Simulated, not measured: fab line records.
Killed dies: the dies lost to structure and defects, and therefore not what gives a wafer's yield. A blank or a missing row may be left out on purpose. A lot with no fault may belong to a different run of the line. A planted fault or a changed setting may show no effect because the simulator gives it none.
Struck lot and sound lot, side by side / flow rit_cmos / 14 out of 202 route steps
Sound: wafers L982.1, L982.3, L982.6. Wafers L993.1, L993.5, L993.6 were the ones struck. Last of all comes the cause.
Each step with rows lists, per side, the tool, then ch with its chambers, then its first start. Under that, the readings that differ: sound wafers / struck wafers / difference of the means / sigmas: that difference in standard deviations of wafers without a fault.
alike: same words and numbers on both sides, and readings whose means sit less than 2 such deviations apart. not compared: any withheld reading, any reading some wafer has no value for, any bound like >300 that may hide the same value, and any number with overlapping values for which the record gives no deviation.
Wherever a step has rows on one side only, a row that says differs or no value, or a row with sigmas, the two part there. Numbers that have no deviation but don't overlap get no sigmas and don't part them. A reading that every wafer of one side lacks parts them only if that side has two wafers or more.

RIT_SILICIDE_SPUTTER_01: material Ti, target thk 30 nm, time 240 s.
  sound on pvd_sputter-01 at day 5 13:13; struck on pvd_sputter-02 at day 7 23:34
  alike: throttle_valve_pct
RIT_SILICIDE_RS_MEAS_02: measurement is done with a four-point probe.
  sound on film_metro-04 at day 5 13:22; struck on film_metro-01 at day 7 23:43
  alike: SILICIDE_TI_RS
RIT_SILICIDE_THK_MEAS_03: measures by xrf.
  sound on film_metro-04 at day 5 13:29; struck on film_metro-01 at day 7 23:50
  alike: SILICIDE_TI_THK
RIT_SILICIDE_RTA_04: time 10 s, ramp up 5 s, ramp down 5 s.
  sound on rtp_anneal-01 ch 0, day 5 13:33; struck on rtp_anneal-02 ch 0, day 7 23:53
  alike: wafer_temp_C_max
then, 1 step without rows for these wafers: RIT_SILICIDE_WET_ETCH_05 (etches Ti in SPM, time 120 s).
RIT_SILICIDE_RTA_06: time 10 s, ramp up 5 s, ramp down 10 s.
  sound on rtp_anneal-02 ch 0, day 5 13:40; struck on rtp_anneal-01 ch 0, day 8 00:00
  alike: wafer_temp_C_max
RIT_CONTACT_CVD_00: deposits SiO2 from TEOS, target thk 400 nm, time 61 s.
  sound on pecvd-04 ch 0,1, day 5 13:44; struck on pecvd-04 ch 0,1,2, day 8 00:04
  alike: heater_power_w, rf_fwd_power_W
  not compared: since_wet_clean_h
RIT_CONTACT_THK_MEAS_01:
  sound on film_metro-01 at day 5 13:47; struck on film_metro-01 at day 8 00:07
  alike: CONTACT_TEOS_THK
then, 4 steps without rows for these wafers: RIT_CONTACT_HMDS_02 (prime time 60 s); RIT_CONTACT_COAT_03 (resist thk 983.7 nm); RIT_CONTACT_SOFTBAKE_04 (time 60 s); RIT_CONTACT_EXPOSE_05 (exposes mask M11, target cd 1000 nm).
RIT_CONTACT_PEB_06:
  struck on litho_track-01, day 8 00:52; sound on litho_track-02 ch 0, day 5 14:24
reading=exhaust_pa (Pa); sound=44.0 46.0 44.5; struck=- - -; difference=no value on the struck wafers; sigmas=
  not compared: chill_plate_temp_C
then, 1 step without rows for these wafers: RIT_CONTACT_DEVELOP_07 (develop time 120 s).

== WHERE THEY PART ==
Only at RIT_CONTACT_PEB_06, within this record.

WHY: what the simulator had put in
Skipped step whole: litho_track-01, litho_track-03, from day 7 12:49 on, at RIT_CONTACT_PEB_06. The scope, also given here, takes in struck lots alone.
